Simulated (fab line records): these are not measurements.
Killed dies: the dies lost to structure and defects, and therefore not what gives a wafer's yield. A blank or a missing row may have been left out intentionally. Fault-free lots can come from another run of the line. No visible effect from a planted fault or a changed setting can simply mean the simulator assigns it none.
fab line records / flow rit-cmos
record lots=6 wafers=18 last-day=6
route steps=202 shown NWELL@28 PWELL@39 M1@202
lots with no fault: from the same line, run without faults
start-h: hours from the record's first day to the start of the lot's first wafer shown / wait-h: hours since the lot's step before / " identical to the entry in the row above / L1.1+2: a row that stands for several wafers / - no value, or no start was given / * or withheld: withheld / < > ~ a bound
route shown NAME@n: NAME is a module with steps in the file, n the number in the route of the first one / usual: mean and standard deviation over wafers with no fault / same: alike in all rows / chamber/n: place in a boat / sites: each site's reading / _std_site: how widely they spread, as a standard deviation / _edge_site: outer sites' mean less inner sites' / radius-mm: how far each site lies from the wafer's centre / mask NAME#n: copy n / behind: the last tool/chamber to shape the wafer / hold: cause of the lot's hold/its duration in hours/its outcome / device: which transistor (n, p or np) failed to switch / end of line: the tests these same wafers got at the end of their route / for a step that has no rows: nothing shown but its recipe / killed: dies that structure and defects cost at the first sort, which is not the same as the wafer's yield / map: the dies of a wafer, with x for killed, . for not killed, _ for no die there
set.NAME: the setting the step ran with; set.NAME@STEP: the setting that earlier step ran with / model.NAME: the simulator's own value behind a step, which no gauge read
certain route steps with their lots: each step a table, each wafer a row
services: the hour from which a tool's chamber was out of use, counted from the record's first day as start-h (under 0 if before that day), plus the number of hours and why
## steps
# step RIT_NWELL_HMDS_00
# recipe prime-time-s=58.51 prime-temp-c=140
# step RIT_NWELL_COAT_01
# recipe resist=NOVOLAK spin-rpm=2000 resist-thk-nm=1300
# step RIT_NWELL_SOFTBAKE_02
# recipe resist=NOVOLAK temp-c=90 time-s=60
# step RIT_NWELL_EXPOSE_03
# recipe mask-id=M2 na=0.57 target-cd-nm=43900 dose-mj=250
# step RIT_NWELL_PEB_04
# recipe resist=NOVOLAK temp-c=withheld time-s=withheld
# step RIT_NWELL_DEVELOP_05
# recipe resist=NOVOLAK develop-time-s=68 dev-temp-c=23
# step RIT_NWELL_OVL_MEAS_06
# usual NWELL_OVL=-0.1/1.3
lot.wafer=L567.4 tool=overlay-02 chamber=- start-h=42.13 wait-h=- NWELL_OVL[nm]=0.0
lot.wafer=L567.5 tool=overlay-02 chamber=- start-h=42.13 wait-h=- NWELL_OVL[nm]=0.8
lot.wafer=L567.6 tool=overlay-02 chamber=- start-h=42.13 wait-h=- NWELL_OVL[nm]=1.6
lot.wafer=L569.2 tool=overlay-02 chamber=- start-h=51.56 wait-h=- NWELL_OVL[nm]=0.0
lot.wafer=L569.3 tool=overlay-02 chamber=- start-h=51.56 wait-h=- NWELL_OVL[nm]=0.3
lot.wafer=L569.6 tool=overlay-02 chamber=- start-h=51.56 wait-h=- NWELL_OVL[nm]=0.1
lot.wafer=L570.3 tool=overlay-01 chamber=- start-h=56.77 wait-h=- NWELL_OVL[nm]=1.0
lot.wafer=L570.4 tool=overlay-01 chamber=- start-h=56.77 wait-h=- NWELL_OVL[nm]=1.6
lot.wafer=L570.6 tool=overlay-01 chamber=- start-h=56.77 wait-h=- NWELL_OVL[nm]=-0.1
lot.wafer=L571.4 tool=overlay-02 chamber=- start-h=60.32 wait-h=- NWELL_OVL[nm]=-0.8
lot.wafer=L571.5 tool=overlay-02 chamber=- start-h=60.32 wait-h=- NWELL_OVL[nm]=-0.3
lot.wafer=L571.6 tool=overlay-02 chamber=- start-h=60.32 wait-h=- NWELL_OVL[nm]=0.3
lot.wafer=L572.1 tool=overlay-01 chamber=- start-h=66.90 wait-h=- NWELL_OVL[nm]=0.3
lot.wafer=L572.3 tool=overlay-01 chamber=- start-h=66.90 wait-h=- NWELL_OVL[nm]=0.9
lot.wafer=L572.4 tool=overlay-01 chamber=- start-h=66.90 wait-h=- NWELL_OVL[nm]=-0.4
lot.wafer=L581.1 tool=overlay-01 chamber=- start-h=113.36 wait-h=- NWELL_OVL[nm]=1.1
lot.wafer=L581.3 tool=overlay-01 chamber=- start-h=113.36 wait-h=- NWELL_OVL[nm]=1.4
lot.wafer=L581.5 tool=overlay-01 chamber=- start-h=113.36 wait-h=- NWELL_OVL[nm]=0.5
# step RIT_NWELL_HARDBAKE_07
# recipe resist=NOVOLAK temp-c=140 time-s=120
# step RIT_NWELL_IMPLANT_08
# recipe species=P energy-kev=166.8 dose-cm2=5e+13 tilt-deg=7
# step RIT_NWELL_STRIP_09
# recipe chemistry=O2 time-s=180 resist=NOVOLAK platen-temp-c=withheld power-w=500 pressure-mtorr=4000 o2-flow-sccm=4000
# usual drypump-motor-current-A=5.4/0.47 o2-flow-sccm=3999/12
lot.wafer=L567.4 tool=plasma-asher-04 chamber=1 start-h=42.61 wait-h=0.1 drypump-motor-current-A=5.4 o2-flow-sccm=4018 rf-hours-counter-h=-
lot.wafer=L567.5 tool=plasma-asher-04 chamber=0 start-h=42.61 wait-h=0.1 drypump-motor-current-A=4.8 o2-flow-sccm=4008 rf-hours-counter-h=-
lot.wafer=L567.6 tool=plasma-asher-04 chamber=1 start-h=42.61 wait-h=0.1 drypump-motor-current-A=5.4 o2-flow-sccm=3991 rf-hours-counter-h=-
lot.wafer=L569.2 tool=plasma-asher-01 chamber=0 start-h=51.99 wait-h=0.1 drypump-motor-current-A=5.1 o2-flow-sccm=3986 rf-hours-counter-h=41
lot.wafer=L569.3 tool=plasma-asher-01 chamber=0 start-h=51.99 wait-h=0.1 drypump-motor-current-A=5.1 o2-flow-sccm=3975 rf-hours-counter-h=-
lot.wafer=L569.6 tool=plasma-asher-01 chamber=1 start-h=51.99 wait-h=0.1 drypump-motor-current-A=5.3 o2-flow-sccm=3990 rf-hours-counter-h=-
lot.wafer=L570.3 tool=plasma-asher-03 chamber=1 start-h=57.25 wait-h=0.1 drypump-motor-current-A=6.2 o2-flow-sccm=4005 rf-hours-counter-h=-
lot.wafer=L570.4 tool=plasma-asher-03 chamber=0 start-h=57.25 wait-h=0.1 drypump-motor-current-A=5.9 o2-flow-sccm=3997 rf-hours-counter-h=-
lot.wafer=L570.6 tool=plasma-asher-03 chamber=0 start-h=57.25 wait-h=0.1 drypump-motor-current-A=5.9 o2-flow-sccm=3980 rf-hours-counter-h=-
lot.wafer=L571.4 tool=plasma-asher-04 chamber=1 start-h=60.79 wait-h=0.1 drypump-motor-current-A=5.4 o2-flow-sccm=3984 rf-hours-counter-h=-
lot.wafer=L571.5 tool=plasma-asher-04 chamber=1 start-h=60.79 wait-h=0.1 drypump-motor-current-A=5.4 o2-flow-sccm=3988 rf-hours-counter-h=-
lot.wafer=L571.6 tool=plasma-asher-04 chamber=0 start-h=60.79 wait-h=0.1 drypump-motor-current-A=4.8 o2-flow-sccm=3980 rf-hours-counter-h=-
lot.wafer=L572.1 tool=plasma-asher-03 chamber=1 start-h=67.33 wait-h=0.1 drypump-motor-current-A=6.2 o2-flow-sccm=4006 rf-hours-counter-h=29
lot.wafer=L572.3 tool=plasma-asher-03 chamber=1 start-h=67.33 wait-h=0.1 drypump-motor-current-A=6.1 o2-flow-sccm=4006 rf-hours-counter-h=-
lot.wafer=L572.4 tool=plasma-asher-03 chamber=0 start-h=67.33 wait-h=0.1 drypump-motor-current-A=5.9 o2-flow-sccm=4014 rf-hours-counter-h=-
lot.wafer=L581.1 tool=plasma-asher-03 chamber=0 start-h=113.79 wait-h=0.1 drypump-motor-current-A=5.9 o2-flow-sccm=4002 rf-hours-counter-h=33
lot.wafer=L581.3 tool=plasma-asher-03 chamber=1 start-h=113.79 wait-h=0.1 drypump-motor-current-A=6.2 o2-flow-sccm=3987 rf-hours-counter-h=-
lot.wafer=L581.5 tool=plasma-asher-03 chamber=0 start-h=113.79 wait-h=0.1 drypump-motor-current-A=5.9 o2-flow-sccm=3998 rf-hours-counter-h=-
# step RIT_NWELL_TW_MEAS_10
# usual NWELL_TW=2156/25
lot.wafer=L567.4 tool=film-metro-02 chamber=- start-h=42.76 wait-h=0.1 NWELL_TW=2126
lot.wafer=L567.5 tool=film-metro-02 chamber=- start-h=42.76 wait-h=0.1 NWELL_TW=2125
lot.wafer=L567.6 tool=film-metro-02 chamber=- start-h=42.76 wait-h=0.1 NWELL_TW=2113
lot.wafer=L569.2 tool=film-metro-03 chamber=- start-h=52.17 wait-h=0.1 NWELL_TW=2149
lot.wafer=L569.3 tool=film-metro-03 chamber=- start-h=52.17 wait-h=0.1 NWELL_TW=2155
lot.wafer=L569.6 tool=film-metro-03 chamber=- start-h=52.17 wait-h=0.1 NWELL_TW=2149
lot.wafer=L570.3 tool=film-metro-03 chamber=- start-h=57.43 wait-h=0.1 NWELL_TW=2153
lot.wafer=L570.4 tool=film-metro-03 chamber=- start-h=57.43 wait-h=0.1 NWELL_TW=2167
lot.wafer=L570.6 tool=film-metro-03 chamber=- start-h=57.43 wait-h=0.1 NWELL_TW=2162
lot.wafer=L571.4 tool=film-metro-03 chamber=- start-h=60.94 wait-h=0.1 NWELL_TW=2157
lot.wafer=L571.5 tool=film-metro-03 chamber=- start-h=60.94 wait-h=0.1 NWELL_TW=2156
lot.wafer=L571.6 tool=film-metro-03 chamber=- start-h=60.94 wait-h=0.1 NWELL_TW=2153
lot.wafer=L572.1 tool=film-metro-03 chamber=- start-h=67.51 wait-h=0.1 NWELL_TW=2155
lot.wafer=L572.3 tool=film-metro-03 chamber=- start-h=67.51 wait-h=0.1 NWELL_TW=2156
lot.wafer=L572.4 tool=film-metro-03 chamber=- start-h=67.51 wait-h=0.1 NWELL_TW=2169
lot.wafer=L581.1 tool=film-metro-02 chamber=- start-h=113.97 wait-h=0.1 NWELL_TW=2120
lot.wafer=L581.3 tool=film-metro-02 chamber=- start-h=113.97 wait-h=0.1 NWELL_TW=2124
lot.wafer=L581.5 tool=film-metro-02 chamber=- start-h=113.97 wait-h=0.1 NWELL_TW=2135
# step RIT_PWELL_HMDS_00
# recipe prime-time-s=60 prime-temp-c=140
# step RIT_PWELL_COAT_01
# recipe resist=NOVOLAK spin-rpm=2000 resist-thk-nm=1300
# usual spin-speed-rpm=2000.1/1.5
lot.wafer=L567.4 tool=litho-track-02 chamber=0 start-h=43.01 wait-h=0.1 spin-speed-rpm=2000.4 model.NOVOLAK_of_PWELL_COAT_01.thk-nm=1304
lot.wafer=L567.5 tool=litho-track-02 chamber=0 start-h=43.01 wait-h=0.1 spin-speed-rpm=1997.9 model.NOVOLAK_of_PWELL_COAT_01.thk-nm=1304
lot.wafer=L567.6 tool=litho-track-02 chamber=0 start-h=43.01 wait-h=0.1 spin-speed-rpm=1998.6 model.NOVOLAK_of_PWELL_COAT_01.thk-nm=1304
lot.wafer=L569.2 tool=litho-track-04 chamber=0 start-h=52.40 wait-h=0.1 spin-speed-rpm=2002.1 model.NOVOLAK_of_PWELL_COAT_01.thk-nm=1311
lot.wafer=L569.3 tool=litho-track-04 chamber=0 start-h=52.40 wait-h=0.1 spin-speed-rpm=1998.4 model.NOVOLAK_of_PWELL_COAT_01.thk-nm=1309
lot.wafer=L569.6 tool=litho-track-04 chamber=0 start-h=52.40 wait-h=0.1 spin-speed-rpm=1999.8 model.NOVOLAK_of_PWELL_COAT_01.thk-nm=1308
lot.wafer=L570.3 tool=litho-track-02 chamber=0 start-h=57.67 wait-h=0.1 spin-speed-rpm=2003.1 model.NOVOLAK_of_PWELL_COAT_01.thk-nm=1301
lot.wafer=L570.4 tool=litho-track-02 chamber=0 start-h=57.67 wait-h=0.1 spin-speed-rpm=1999.2 model.NOVOLAK_of_PWELL_COAT_01.thk-nm=1299
lot.wafer=L570.6 tool=litho-track-02 chamber=0 start-h=57.67 wait-h=0.1 spin-speed-rpm=2000.7 model.NOVOLAK_of_PWELL_COAT_01.thk-nm=1300
lot.wafer=L571.4 tool=litho-track-04 chamber=0 start-h=61.28 wait-h=0.1 spin-speed-rpm=1919.1 model.NOVOLAK_of_PWELL_COAT_01.thk-nm=1332
lot.wafer=L571.5 tool=litho-track-04 chamber=0 start-h=61.28 wait-h=0.1 spin-speed-rpm=1919.1 model.NOVOLAK_of_PWELL_COAT_01.thk-nm=1331
lot.wafer=L571.6 tool=litho-track-04 chamber=0 start-h=61.28 wait-h=0.1 spin-speed-rpm=1920.5 model.NOVOLAK_of_PWELL_COAT_01.thk-nm=1328
lot.wafer=L572.1 tool=litho-track-04 chamber=0 start-h=67.72 wait-h=0.1 spin-speed-rpm=1920.7 model.NOVOLAK_of_PWELL_COAT_01.thk-nm=1327
lot.wafer=L572.3 tool=litho-track-04 chamber=0 start-h=67.72 wait-h=0.1 spin-speed-rpm=1919.0 model.NOVOLAK_of_PWELL_COAT_01.thk-nm=1328
lot.wafer=L572.4 tool=litho-track-04 chamber=0 start-h=67.72 wait-h=0.1 spin-speed-rpm=1921.5 model.NOVOLAK_of_PWELL_COAT_01.thk-nm=1329
lot.wafer=L581.1 tool=litho-track-02 chamber=0 start-h=114.18 wait-h=0.1 spin-speed-rpm=1997.4 model.NOVOLAK_of_PWELL_COAT_01.thk-nm=1303
lot.wafer=L581.3 tool=litho-track-02 chamber=0 start-h=114.18 wait-h=0.1 spin-speed-rpm=1999.6 model.NOVOLAK_of_PWELL_COAT_01.thk-nm=1297
lot.wafer=L581.5 tool=litho-track-02 chamber=0 start-h=114.18 wait-h=0.1 spin-speed-rpm=1998.1 model.NOVOLAK_of_PWELL_COAT_01.thk-nm=1301
# step RIT_PWELL_SOFTBAKE_02
# recipe resist=NOVOLAK temp-c=90 time-s=60
# step RIT_PWELL_EXPOSE_03
# recipe mask-id=M3 na=0.57 target-cd-nm=43700 dose-mj=250
# step RIT_PWELL_PEB_04
# recipe resist=NOVOLAK temp-c=withheld time-s=withheld
# step RIT_PWELL_DEVELOP_05
# recipe resist=NOVOLAK develop-time-s=68 dev-temp-c=23
# step RIT_PWELL_OVL_MEAS_06
# usual PWELL_OVL=-0.9/1.3
lot.wafer=L567.4 tool=overlay-02 chamber=- start-h=43.81 wait-h=- PWELL_OVL[nm]=0.8
lot.wafer=L567.5 tool=overlay-02 chamber=- start-h=43.81 wait-h=- PWELL_OVL[nm]=0.5
lot.wafer=L567.6 tool=overlay-02 chamber=- start-h=43.81 wait-h=- PWELL_OVL[nm]=2.9
lot.wafer=L569.2 tool=overlay-02 chamber=- start-h=53.24 wait-h=- PWELL_OVL[nm]=-0.9
lot.wafer=L569.3 tool=overlay-02 chamber=- start-h=53.24 wait-h=- PWELL_OVL[nm]=-1.6
lot.wafer=L569.6 tool=overlay-02 chamber=- start-h=53.24 wait-h=- PWELL_OVL[nm]=-2.8
lot.wafer=L570.3 tool=overlay-02 chamber=- start-h=58.49 wait-h=- PWELL_OVL[nm]=2.1
lot.wafer=L570.4 tool=overlay-02 chamber=- start-h=58.49 wait-h=- PWELL_OVL[nm]=-0.3
lot.wafer=L570.6 tool=overlay-02 chamber=- start-h=58.49 wait-h=- PWELL_OVL[nm]=0.7
lot.wafer=L571.4 tool=overlay-01 chamber=- start-h=62.08 wait-h=- PWELL_OVL[nm]=-1.7
lot.wafer=L571.5 tool=overlay-01 chamber=- start-h=62.08 wait-h=- PWELL_OVL[nm]=-2.6
lot.wafer=L571.6 tool=overlay-01 chamber=- start-h=62.08 wait-h=- PWELL_OVL[nm]=-2.4
lot.wafer=L572.1 tool=overlay-02 chamber=- start-h=68.58 wait-h=- PWELL_OVL[nm]=-0.7
lot.wafer=L572.3 tool=overlay-02 chamber=- start-h=68.58 wait-h=- PWELL_OVL[nm]=-0.2
lot.wafer=L572.4 tool=overlay-02 chamber=- start-h=68.58 wait-h=- PWELL_OVL[nm]=-0.4
lot.wafer=L581.1 tool=overlay-02 chamber=- start-h=114.91 wait-h=- PWELL_OVL[nm]=1.4
lot.wafer=L581.3 tool=overlay-02 chamber=- start-h=114.91 wait-h=- PWELL_OVL[nm]=1.2
lot.wafer=L581.5 tool=overlay-02 chamber=- start-h=114.91 wait-h=- PWELL_OVL[nm]=-1.9
# step RIT_PWELL_HARDBAKE_07
# recipe resist=NOVOLAK temp-c=140 time-s=120
lot.wafer=L567.4+5+6 tool=litho-track-02 chamber=0 start-h=43.95 wait-h=0.1 model.NOVOLAK_of_PWELL_COAT_01.thk-nm=1141
lot.wafer=L569.2 tool=litho-track-01 chamber=0 start-h=53.50 wait-h=0.3 model.NOVOLAK_of_PWELL_COAT_01.thk-nm=1146
lot.wafer=L569.3 tool=litho-track-01 chamber=0 start-h=53.50 wait-h=0.3 model.NOVOLAK_of_PWELL_COAT_01.thk-nm=1145
lot.wafer=L569.6 tool=litho-track-01 chamber=0 start-h=53.50 wait-h=0.3 model.NOVOLAK_of_PWELL_COAT_01.thk-nm=1143
lot.wafer=L570.3 tool=litho-track-04 chamber=0 start-h=58.59 wait-h=0.1 model.NOVOLAK_of_PWELL_COAT_01.thk-nm=1138
lot.wafer=L570.4 tool=litho-track-04 chamber=0 start-h=58.59 wait-h=0.1 model.NOVOLAK_of_PWELL_COAT_01.thk-nm=1136
lot.wafer=L570.6 tool=litho-track-04 chamber=0 start-h=58.59 wait-h=0.1 model.NOVOLAK_of_PWELL_COAT_01.thk-nm=1137
lot.wafer=L571.4 tool=litho-track-01 chamber=0 start-h=62.22 wait-h=0.1 model.NOVOLAK_of_PWELL_COAT_01.thk-nm=1164
lot.wafer=L571.5 tool=litho-track-01 chamber=0 start-h=62.22 wait-h=0.1 model.NOVOLAK_of_PWELL_COAT_01.thk-nm=1163
lot.wafer=L571.6 tool=litho-track-01 chamber=0 start-h=62.22 wait-h=0.1 model.NOVOLAK_of_PWELL_COAT_01.thk-nm=1161
lot.wafer=L572.1 tool=litho-track-04 chamber=0 start-h=68.61 wait-h=0.0 model.NOVOLAK_of_PWELL_COAT_01.thk-nm=1160
lot.wafer=L572.3 tool=litho-track-04 chamber=0 start-h=68.61 wait-h=0.0 model.NOVOLAK_of_PWELL_COAT_01.thk-nm=1161
lot.wafer=L572.4 tool=litho-track-04 chamber=0 start-h=68.61 wait-h=0.0 model.NOVOLAK_of_PWELL_COAT_01.thk-nm=1162
lot.wafer=L581.1 tool=litho-track-01 chamber=0 start-h=114.95 wait-h=0.0 model.NOVOLAK_of_PWELL_COAT_01.thk-nm=1140
lot.wafer=L581.3 tool=litho-track-01 chamber=0 start-h=114.95 wait-h=0.0 model.NOVOLAK_of_PWELL_COAT_01.thk-nm=1135
lot.wafer=L581.5 tool=litho-track-01 chamber=0 start-h=114.95 wait-h=0.0 model.NOVOLAK_of_PWELL_COAT_01.thk-nm=1138
# step RIT_PWELL_IMPLANT_08
# recipe species=B energy-kev=170 dose-cm2=7.048e+13 tilt-deg=7
# step RIT_M1_PROBE_99
# usual killed-at-contacts=0.1/0.31 killed-at-front-end=7/3.2 killed-dies=7/3.2 killed-open=3.6/1.9 killed-short=3.6/2
# same gross-dies=264 killed_at_M0_to_M3=0 killed_at_M4_up=0 killed-at-back-side=0 killed-at-other=0
lot.wafer=L569.2 tool=prober-02 chamber=- start-h=93.34 wait-h=0.1 killed-at-contacts=0 killed-at-front-end=6 killed-dies=6 killed-open=4 killed-short=2
lot.wafer=L569.3 tool=prober-02 chamber=- start-h=93.39 wait-h=0.2 killed-at-contacts=1 killed-at-front-end=5 killed-dies=6 killed-open=3 killed-short=3
lot.wafer=L569.6 tool=prober-02 chamber=- start-h=93.54 wait-h=0.2 killed-at-contacts=0 killed-at-front-end=5 killed-dies=5 killed-open=1 killed-short=4
lot.wafer=L571.4 tool=prober-02 chamber=- start-h=99.77 wait-h=0.2 killed-at-contacts=0 killed-at-front-end=3 killed-dies=3 killed-open=2 killed-short=1
lot.wafer=L571.5 tool=prober-02 chamber=- start-h=99.82 wait-h=0.2 killed-at-contacts=0 killed-at-front-end=3 killed-dies=3 killed-open=2 killed-short=1
lot.wafer=L571.6 tool=prober-02 chamber=- start-h=99.87 wait-h=0.2 killed-at-contacts=0 killed-at-front-end=10 killed-dies=10 killed-open=5 killed-short=5
# killed by level:class
L569.2 GATE:geometric-particle:open=2 GATE:geometric-particle:short=1 REOX:geometric-particle:open=1 SILICIDE:geometric-particle:short=1 SILICIDE:geometric-particle:open=1
L569.3 REOX:geometric-particle:short=2 FOX2:geometric-particle:open=1 GATE:geometric-particle:open=1 REOX:geometric-particle:open=1 CONTACT:geometric-particle:short=1
L569.6 GATE:geometric-particle:short=2 FOX1:geometric-particle:open=1 FOX2:geometric-particle:short=1 REOX:geometric-particle:short=1
L571.4 GATE:geometric-particle:short=1 GATE:geometric-particle:open=1 SPACER:geometric-particle:open=1
L571.5 GATE:geometric-particle:open=1 GATE:geometric-particle:short=1 SPACER:geometric-particle:open=1
L571.6 SILICIDE:geometric-particle:open=3 FOX1:geometric-particle:short=2 FOX1:geometric-particle:open=1 GATE:geometric-particle:open=1 GATE:geometric-particle:short=1 SPACER:geometric-particle:short=1 SILICIDE:geometric-particle:short=1
## services
tool=plasma-asher-01 chamber=- start-h=71.10 hours=1.1 kind=repair
tool=plasma-asher-04 chamber=- start-h=93.70 hours=0.7 kind=repair
tool=plasma-asher-04 chamber=- start-h=108.75 hours=9.0 kind=pm
tool=plasma-asher-04 chamber=0 start-h=108.75 hours=9.0 kind=vent-cycle
tool=plasma-asher-04 chamber=1 start-h=108.75 hours=9.0 kind=vent-cycle
## key
first-sign step=RIT_PWELL_COAT_01 reading=spin-speed-rpm direction=down sigmas=53 usual=2000.1 struck=1920.0
effect none on later readings
model-effect step=RIT_PWELL_COAT_01 value=NOVOLAK_of_PWELL_COAT_01.thk-nm without=1302 struck=1329
model-effect step=RIT_PWELL_HARDBAKE_07 value=NOVOLAK_of_PWELL_COAT_01.thk-nm without=1139 struck=1162
met-at RIT_PWELL_COAT_01
struck-wafers L571.4,L571.5,L571.6,L572.1,L572.3,L572.4
tester-left-out L571,L572
onset-between 52.40 61.28
fault kind=process-parameter-drift tool=litho-track-04 chamber=- onset-h=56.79 steps=RIT_PWELL_COAT_01 channel=spin-rpm offset=-80.667 shape=step end-h=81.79 acts-in=these-recipes-only stated=2000
# tester-left-out: of these lots the tester's yield and bins aren't shown, on N5 and GAA mostly nor the transistor test; their killed dies are dies lost to structure and defects alone, not to doping, threshold or leakage, so they don't give the yield
